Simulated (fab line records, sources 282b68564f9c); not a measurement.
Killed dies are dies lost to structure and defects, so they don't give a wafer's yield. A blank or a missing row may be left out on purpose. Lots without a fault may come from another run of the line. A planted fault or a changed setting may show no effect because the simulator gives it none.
fab line records | flow rit_cmos
record lots=7 wafers=21 last_day=7
route steps=202 shown ACTIVE@19 FOX1@20 FOX2@23 NWELL@28
lots that met no fault: from a run of the same line without faults
start_h: hours from the record's first day to the start of the lot's first wafer shown | wait_h: hours since the lot's step before | " the same as in the row above | L1.1+2: a row that stands for several wafers | - no value, or no start given | * or withheld: withheld | < > ~ a bound
route shown NAME@n: a module of which the file shows steps, and the number in the route of the first | usual: mean/standard deviation of fault-free wafers | same: alike in all rows | chamber/n: place in a boat | sites: the reading at each site | _std_site: their standard deviation | _edge_site: outer sites' mean less inner sites' | radius_mm: how far each site lies from the wafer's centre | mask NAME#n: copy n | behind: the tool/chamber that last shaped the wafer | hold: why the lot was held/for how many hours/how that ended | device: the transistor (n, p or np) that didn't switch | end of line: the same wafers' tests at the end of the route | a step without rows: its recipe alone | killed: dies lost to structure and defects at the first sort, not the wafer's yield | map: a wafer's dies, x killed, . not, _ none there
set.NAME: the setting as run; set.NAME@STEP: as run at that earlier step | model.NAME: the simulator's own value behind a step, which no gauge read
lots at some steps of the route; a table a step, a row a wafer
services: from which hour (start_h, from the record's first day; less than 0 if before it) a tool's chamber was out of use, for how many hours, and why
## steps
# step RIT_ACTIVE_CLEAN_17
# recipe chemistry=SC2 mix=3:3:50 time_s=600 temp_c=75 dry=n2_spin
# step RIT_FOX1_OXIDATION_00
# recipe temp_c=1100 ambient=H2O target_thk_a=3507 p_h2o_torr=720 ox_time_s=1130
# step RIT_FOX1_THK_MEAS_01
# recipe reads=SiO2_of_FOX1_OXIDATION_00
# usual FOX1_OXIDE_THK=353/6.4
# columns lot.wafer tool chamber start_h wait_h FOX1_OXIDE_THK[nm]
L158.2 film_metro-01 - 52.54 0.0 355
L158.4 " - " " 354
L158.5 " - " " 349
L165.1 film_metro-03 - 83.71 0.0 352
L165.2 " - " " 352
L165.3 " - " " 352
L167.1 film_metro-01 - 95.34 0.0 355
L167.4 " - " " 358
L167.6 " - " " 354
L168.1 film_metro-01 - 98.60 0.0 358
L168.4 " - " " 348
L168.6 " - " " 343
L169.2 film_metro-01 - 102.49 0.0 347
L169.4 " - " " 346
L169.5 " - " " 347
L173.3 film_metro-03 - 124.46 0.0 361
L173.5 " - " " 362
L173.6 " - " " 361
L175.1 film_metro-03 - 132.84 0.0 360
L175.3 " - " " 355
L175.6 " - " " 358
# step RIT_FOX1_WET_ETCH_02
# recipe chemistry=BOE target_depth_nm=350 time_s=390 temp_c=21.5 dry=n2_spin dilution=10:1 target=SiO2
# step RIT_FOX2_OXIDATION_00
# recipe temp_c=1100 ambient=H2O target_thk_a=3507 p_h2o_torr=720 ox_time_s=1130
# step RIT_FOX2_THK_MEAS_01
# recipe reads=SiO2_of_FOX2_OXIDATION_00
# usual FOX2_OXIDE_THK=354/6.8
# columns lot.wafer tool chamber start_h wait_h FOX2_OXIDE_THK[nm]
L158.2 film_metro-02 - 57.12 0.0 345
L158.4 " - " " 345
L158.5 " - " " 349
L165.1 film_metro-02 - 85.20 0.0 354
L165.2 " - " " 350
L165.3 " - " " 352
L167.1 film_metro-01 - 97.29 0.0 363
L167.4 " - " " 355
L167.6 " - " " 358
L168.1 film_metro-01 - 100.09 0.0 352
L168.4 " - " " 353
L168.6 " - " " 350
L169.2 film_metro-04 - 104.37 0.0 357
L169.4 " - " " 357
L169.5 " - " " 363
L173.3 film_metro-04 - 125.95 0.0 352
L173.5 " - " " 358
L173.6 " - " " 350
L175.1 film_metro-01 - 134.34 0.0 350
L175.3 " - " " 347
L175.6 " - " " 351
# step RIT_FOX2_CLEAN_02
# recipe chemistry=dHF dilution=50:1 time_s=180
# step RIT_FOX2_WET_ETCH_03
# recipe chemistry=H3PO4 target=Si3N4 target_depth_nm=195 temp_c=165 time_s=2700
# step RIT_FOX2_THK_MEAS_90
# recipe reads=SiO2_of_FOX2_OXIDATION_00
# usual FIELD_OXIDE_LEFT_1_THK=326/6.7
# columns lot.wafer tool chamber start_h wait_h FIELD_OXIDE_LEFT_1_THK[nm]
L158.2 film_metro-01 - 58.00 0.0 318
L158.4 " - " " 318
L158.5 " - " " 322
L165.1 film_metro-04 - 86.08 0.0 326
L165.2 " - " " 323
L165.3 " - " " 325
L167.1 film_metro-04 - 98.16 0.0 336
L167.4 " - " " 329
L167.6 " - " " 331
L168.1 film_metro-04 - 100.97 0.0 325
L168.4 " - " " 326
L168.6 " - " " 323
L169.2 film_metro-01 - 105.24 0.0 329
L169.4 " - " " 330
L169.5 " - " " 336
L173.3 film_metro-01 - 126.83 0.0 324
L173.5 " - " " 331
L173.6 " - " " 322
L175.1 film_metro-01 - 135.22 0.0 323
L175.3 " - " " 320
L175.6 " - " " 324
# step RIT_NWELL_HMDS_00
# recipe prime_time_s=60 prime_temp_c=140
# step RIT_NWELL_COAT_01
# recipe resist=NOVOLAK spin_rpm=2000 resist_thk_nm=1300
# step RIT_NWELL_SOFTBAKE_02
# recipe resist=NOVOLAK temp_c=90 time_s=60
# step RIT_NWELL_EXPOSE_03
# recipe mask_id=M2 na=0.57 target_cd_nm=43900 dose_mj=250
# usual exposure_dose_mJ_cm2=250.01/0.23 focus_offset_nm=0.0/0.58
# columns lot.wafer tool chamber start_h wait_h mask exposure_dose_mJ_cm2 focus_offset_nm
L158.2 iline_stepper-01 0 58.65 0.2 M2#0 250.27 1.3
L158.4 " 0 " " M2#0 250.33 0.3
L158.5 " 0 " " M2#0 249.83 0.2
L165.1 iline_stepper-01 0 86.71 0.2 M2#0 250.16 -0.3
L165.2 " 0 " " M2#0 249.77 0.4
L165.3 " 0 " " M2#0 250.16 0.0
L167.1 iline_stepper-01 - 98.88 0.1 M2#0 - -
L167.4 " - " " M2#0 - -
L167.6 " - " " M2#0 - -
L168.1 iline_stepper-01 - 101.48 0.1 M2#0 - -
L168.4 " - " " M2#0 - -
L168.6 " - " " M2#0 - -
L169.2 iline_stepper-01 - 105.76 0.1 M2#0 - -
L169.4 " - " " M2#0 - -
L169.5 " - " " M2#0 - -
L173.3 iline_stepper-02 0 127.36 0.1 M2#0 250.15 -0.7
L173.5 " 0 " " M2#0 250.12 -0.6
L173.6 " 0 " " M2#0 250.08 -1.2
L175.1 iline_stepper-02 0 135.73 0.1 M2#0 249.60 -0.5
L175.3 " 0 " " M2#0 249.64 0.2
L175.6 " 0 " " M2#0 249.49 -0.5
# step RIT_NWELL_PEB_04
# recipe resist=NOVOLAK temp_c=withheld time_s=withheld
## services
# columns tool chamber start_h hours kind
iline_stepper-02 - 39.05 1.7 pm
iline_stepper-02 0 44.72 - calibration
iline_stepper-01 0 134.98 - calibration
## key
first_sign step=RIT_NWELL_EXPOSE_03 reading=tool_record direction=missing
effect none on later readings
met_at RIT_NWELL_EXPOSE_03
struck_wafers L167.1,L167.4,L167.6,L168.1,L168.4,L168.6,L169.2,L169.4,L169.5
sort_left_out L167.1,L167.4,L167.6,L168.1,L168.4,L168.6,L169.2,L169.4,L169.5
tester_left_out L167,L168,L169
onset_between 86.71 98.88
fault kind=skipped_step_whole tool=iline_stepper-01 chamber=- onset_h=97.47 steps=RIT_NWELL_EXPOSE_03 scope=struck_lots_only
# tester_left_out: of these lots the tester's yield and bins aren't shown, on N5 and GAA mostly nor the transistor test; their killed dies are dies lost to structure and defects alone, not to doping, threshold or leakage, so they don't give the yield
# sort_left_out: the simulated sort isn't trusted on such a fault, so these wafers' sort isn't shown, and their yield isn't known
